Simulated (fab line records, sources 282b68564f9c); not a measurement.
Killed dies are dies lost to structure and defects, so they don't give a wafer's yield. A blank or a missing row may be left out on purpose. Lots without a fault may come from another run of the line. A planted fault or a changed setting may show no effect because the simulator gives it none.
One fault seen from 2 desks | flow rit_cmos | each desk has only its own numbers; what lay behind them comes last

THE TOOL OWNER'S DESK: implanter-01
The tool's own readings at RIT_NLDD_IMPLANT_08: means of the sampled wafers that have a number, for each lot that ran on this tool. A lot is out of limits, marked OUT, if its mean lies more than 4 standard deviations from the usual mean; the brackets give that distance.
Columns: A = dose_ions_cm2 at RIT_NLDD_IMPLANT_08, usual 5.001e+14; B = faraday_current_uA at RIT_NLDD_IMPLANT_08, usual 1574
lot  | first seen here | A                           | B
L775 | day 2 20:22     | 5.001e+14                   | 1570
L779 | day 3 16:46     | 5.008e+14                   | 1579
L781 | day 4 01:18     | 5.005e+14                   | 1573
L782 | day 4 10:27     | 5.009e+14                   | 1577
L784 | day 4 21:57     | 5.001e+14                   | 1590
L790 | day 5 23:49     | 3.202e+14 (-99 or more) OUT | 1016 (-22) OUT
L792 | day 6 11:27     | 3.194e+14 (-99 or more) OUT | 1006 (-23) OUT
This desk's finding: out of limits on L790, L792; first on L790, day 5 23:49 (dose_ions_cm2 at RIT_NLDD_IMPLANT_08). In limits: L775, L779, L781, L782, L784.

THE METROLOGY DESK
What the gauges read, lot by lot, whatever tool the lot ran on: means of the sampled wafers that have a number. A lot is out of limits, marked OUT, if its mean lies more than 4 standard deviations from the usual mean; the brackets give that distance.
Columns: A = NWELL_OVL at RIT_NWELL_OVL_MEAS_06, usual 0.2 nm; B = PWELL_OVL at RIT_PWELL_OVL_MEAS_06, usual 0.9 nm; C = NLDD_TW at RIT_NLDD_TW_MEAS_10, usual 2479; D = NLDD_RS at RIT_SDANNEAL_RS_MEAS_07, usual 151.6 ohm/sq
lot  | first seen here | A    | B    | C              | D
L775 | day 1 22:26     | 0.5  | 0.1  | 2495           | 151.5
L776 | day 2 03:28     | 1.1  | 1.3  | 2501           | 152.1
L777 | day 2 07:52     | 1.2  | 1.6  | 2486           | 151.3
L778 | day 2 12:21     | -1.1 | -0.0 | 2440           | 152.5
L779 | day 2 17:02     | 1.5  | -0.5 | 2442           | 151.6
L780 | day 2 23:19     | -1.7 | -0.3 | 2477           | 152.7
L781 | day 3 02:18     | 1.8  | -0.0 | 2509           | 152.0
L782 | day 3 11:28     | -1.7 | 1.8  | 2498           | 151.1
L783 | day 3 15:13     | 0.5  | 0.9  | 2462           | 151.1
L784 | day 3 22:05     | 1.3  | 3.0  | 2506           | 152.0
L785 | day 4 01:25     | -2.0 | 0.5  | 2481           | 151.5
L790 | day 5 02:04     | 0.7  | 1.2  | 2187 (-13) OUT | 217.9 (+99 or more) OUT
L792 | day 5 12:19     | 2.2  | 2.3  | 2168 (-14) OUT | 215.5 (+99 or more) OUT
L796 | day 6 08:04     | 1.3  | 0.9  | 2470           | 150.9
This desk's finding: out of limits on L790, L792; first on L790, day 6 00:08 (NLDD_TW at RIT_NLDD_TW_MEAS_10). In limits: L775, L776, L777, L778, L779, L780, L781, L782, L783, L784, L785, L796.

PUT TOGETHER
The tool owner's desk could have raised an alarm at day 5 23:49, on L790, L792.
The metrology desk could have raised an alarm at day 6 00:08, on L790, L792.
Of the lots named, all ran RIT_NLDD_IMPLANT_08 on implanter-01.

WHAT THE SIMULATOR HAD PUT IN
Process parameter drift: implanter-01, from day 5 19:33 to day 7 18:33, at RIT_NLDD_IMPLANT_08. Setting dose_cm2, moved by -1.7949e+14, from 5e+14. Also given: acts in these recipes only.
Lots struck among those shown: L790, L792.
Hours from the fault's start to each desk's first reading out of limits: the tool owner's desk, 4; the metrology desk, 5.
